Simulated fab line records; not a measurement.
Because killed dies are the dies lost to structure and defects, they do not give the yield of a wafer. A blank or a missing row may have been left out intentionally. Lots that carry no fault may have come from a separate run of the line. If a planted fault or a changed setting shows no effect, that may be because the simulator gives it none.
Comparing a struck lot with a sound one | flow berkeley_cmos170 | 17 out of 331 route steps
Sound: wafers L970.1, L970.3, L970.5. Wafers struck: L964.1, L964.3, L964.5. Last of all comes the cause.
At each step with rows: each side's tool, then ch and its chambers, then its first start. Under that, the readings that differ: sound wafers | struck wafers | difference of the means | sigmas: that difference in standard deviations of wafers without a fault.
alike: readings with means less than 2 such deviations apart, plus words and numbers identical on both sides. not compared: withheld readings, readings lacking a value on some wafer, bounds such as >300 that could conceal the same value, and numbers that have no deviation in the record and whose values overlap.
The two part at a step that has a row with sigmas, a row that says differs or no value, or rows on one side only. Numbers that don't overlap but have no deviation are shown without sigmas and don't part them. Lack of a reading on every wafer of one side parts them only where that side has two or more wafers.

UCB170_PWELL_THK_MEAS_03:
  struck on film_metro-02, day 2 14:34; sound on film_metro-01, day 3 22:07
  alike: PWELL_OXIDE_THK
then, 2 steps without rows for these wafers: UCB170_PWELL_ANNEAL_04 (time 900 s); UCB170_PWELL_CVD_05 (deposits Si3N4 from SiH2Cl2/NH3, target thk 220 nm, time 3300 s).
UCB170_PWELL_THK_MEAS_06:
  struck on film_metro-01, day 2 19:37; sound on film_metro-01, day 4 01:55
  alike: PWELL_NITRIDE_THK
then, 6 steps without rows for these wafers: UCB170_PWELL_HMDS_07 (prime time 60 s); UCB170_PWELL_COAT_08 (resist thk 900 nm); UCB170_PWELL_SOFTBAKE_09 (time 60 s); UCB170_PWELL_EXPOSE_10 (exposes mask PWELL, target cd 3000 nm); UCB170_PWELL_PEB_11; UCB170_PWELL_DEVELOP_12 (develop time 45 s).
UCB170_PWELL_OVL_MEAS_13:
  struck on overlay-02, day 2 20:57; sound on overlay-01, day 4 03:04
  alike: PWELL_OVL
UCB170_PWELL_ETCH_14: etches Si3N4 in CH3F/Ar/O2, stops on SiO2, target depth 242 nm, time 151 s.
  sound on rie_diel-04 ch 1,3, day 4 03:07; struck on rie_diel-01 ch 0,2,3, day 2 20:59
  reading            | sound             | struck            | difference | sigmas
  rf_fwd_power_W (W) | 446.0 446.4 444.8 | 451.7 448.7 446.7 | +3.3       | +2
  alike: drypump_motor_current_A, oes_product_au, throttle_valve_pct
  not compared: rf_hours_counter_h
UCB170_PWELL_IMPLANT_15:
  sound on implanter-01 ch 0, day 4 03:13; struck on implanter-01 ch 0, day 2 21:35
UCB170_PWELL_STRIP_16: strips in O2.
  sound on plasma_asher-04 ch 0,1, day 4 03:22; struck on plasma_asher-03 ch 1, day 2 21:56
  alike: drypump_motor_current_A, oes_product_au, strip_time_to_endpoint_s
  not compared: rf_hours_counter_h
UCB170_PWELL_TW_MEAS_17:
  struck on film_metro-02, day 2 22:02; sound on film_metro-04, day 4 03:28
  reading  | sound       | struck      | difference | sigmas
  PWELL_TW | 378 378 379 | 469 470 470 | +91        | +21
then, 1 step without rows for these wafers: UCB170_PWELL_CLEAN_18 (cleans in SPM, time 600 s).
UCB170_M3_PROBE_99:
  sound wafers here have rows in the record (prober-01, day 8 11:56); struck ones have none

== WHERE THEY PART ==
Earliest at UCB170_PWELL_ETCH_14; latest, in this record, at UCB170_M3_PROBE_99.

WHY: what had been put in by the simulator
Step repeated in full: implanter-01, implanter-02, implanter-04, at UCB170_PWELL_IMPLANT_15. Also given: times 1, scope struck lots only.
